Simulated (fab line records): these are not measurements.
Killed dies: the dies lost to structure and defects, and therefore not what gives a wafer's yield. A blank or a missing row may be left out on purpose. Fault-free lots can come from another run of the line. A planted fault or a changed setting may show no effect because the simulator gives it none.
Split-lot study | flow rit cmos | on a route of 202 steps: 5 lots, 23 wafers read

## THE SPLIT
At RIT_NLDD_IMPLANT_08, the setting energy kev was moved away from the recipe's 20 on 9 of the 23 wafers read, by -5.3% to +4.7%. This setting was run at the recipe's value on the other wafers.

## FROM THE SPLIT ON TO THE READING: in between, the file shows 1 step
- RIT_NLDD_STRIP_09: strips in O2, time 180 s

## THE READING
NLDD_TW, at RIT_NLDD_TW_MEAS_10. A value of 2500 with a standard deviation of 9.5 is what fault-free wafers of this fab line usually give.

wafer  | tool, chamber at the split | energy kev as run | against the recipe | NLDD_TW | against lot-mates on the recipe
L074.1 | implanter-04, 0            | 20.64             | +3.2%              | 2524    | +24
L074.2 | implanter-04, 0            | 20                | recipe             | 2499    | -
L074.3 | implanter-04, 0            | 20.64             | +3.2%              | 2530    | +30
L074.4 | implanter-04, 0            | 20                | recipe             | 2499    | -
L074.6 | implanter-04, 0            | 20                | recipe             | 2502    | -
L077.1 | implanter-03, 0            | 18.94             | -5.3%              | 2460    | -44
L077.2 | implanter-03, 0            | 20                | recipe             | 2511    | -
L077.3 | implanter-03, 0            | 20                | recipe             | 2503    | -
L077.4 | implanter-03, 0            | 18.94             | -5.3%              | 2452    | -52
L077.6 | implanter-03, 0            | 20                | recipe             | 2498    | -
L078.1 | implanter-02, 0            | 20                | recipe             | 2503    | -
L078.2 | implanter-02, 0            | 19                | -5.0%              | 2457    | -41
L078.3 | implanter-02, 0            | 19                | -5.0%              | 2447    | -51
L078.4 | implanter-02, 0            | 19                | -5.0%              | 2441    | -57
L078.5 | implanter-02, 0            | 20                | recipe             | 2493    | -
L079.2 | implanter-02, 0            | 20                | recipe             | 2492    | -
L079.5 | implanter-02, 0            | 20                | recipe             | 2493    | -
L079.6 | implanter-02, 0            | 20                | recipe             | 2482    | -
L081.1 | implanter-04, 0            | 20                | recipe             | 2503    | -
L081.2 | implanter-04, 0            | 20                | recipe             | 2488    | -
L081.3 | implanter-04, 0            | 20.95             | +4.7%              | 2547    | +50
L081.4 | implanter-04, 0            | 20                | recipe             | 2499    | -
L081.5 | implanter-04, 0            | 20.95             | +4.7%              | 2542    | +45

THE FIT
A straight line over all 23 wafers: NLDD_TW changes by +9.24 for each +1% of energy kev; r = +0.97; the points scatter about the line by 7.1.
The same after taking each lot's own level away (the mean of its wafers on the recipe; 23 wafers): +9.55 for each +1%; r = +0.98; scatter 5.3.
The reading moves by 51 for the largest change in energy kev, on that fit.
Across the lots, their own levels run from 2489.0 to 2504.0, a range of 1.6 times the standard deviation given above.
Hence the lot-to-lot level has little effect on the slope; both slopes agree.
Check: for one of the wafers moved furthest among these (-5.3%), held out of the fit, the line's prediction against its lot-mates is -52.1. It came out at -44 against them.

## OTHER SPLITS APPLIED TO THESE WAFERS
Before the reading, these wafers also passed through other splits. Each is held against what the fit with the lots' levels taken away leaves over:
other split on the same wafers | wafers away from the commonest value | r with NLDD_TW (lot level and that fit taken away)
RIT_REOX_OXIDATION_03 temp c   | 15                                   | -0.10

## THE WHOLE CHAIN: every reading that the file lists as answering this split, in the file's order
step                | what it does | reading                                                               | change (the file's fit)                | r (the file's)
RIT_NLDD_IMPLANT_08 |              | implant.rp nm (the simulator's own value, which no gauge read)        | +0.188 nm for each +1% of the setting  | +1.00
RIT_NLDD_IMPLANT_08 |              | implant.drp nm (the simulator's own value, which no gauge read)       | +0.0785 nm for each +1% of the setting | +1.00
RIT_NLDD_TW_MEAS_10 |              | NLDD_TW                                                               | +9.52 for each +1% of the setting      | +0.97
RIT_M1_PROBE_99     |              | etest.nldd.rs ohm sq (the simulator's own value, which no gauge read) | -3.82 for each +1% of the setting      | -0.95

## FILE'S OWN FIT
NLDD_TW changes by +9.52 for each +1% of energy kev, r = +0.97.
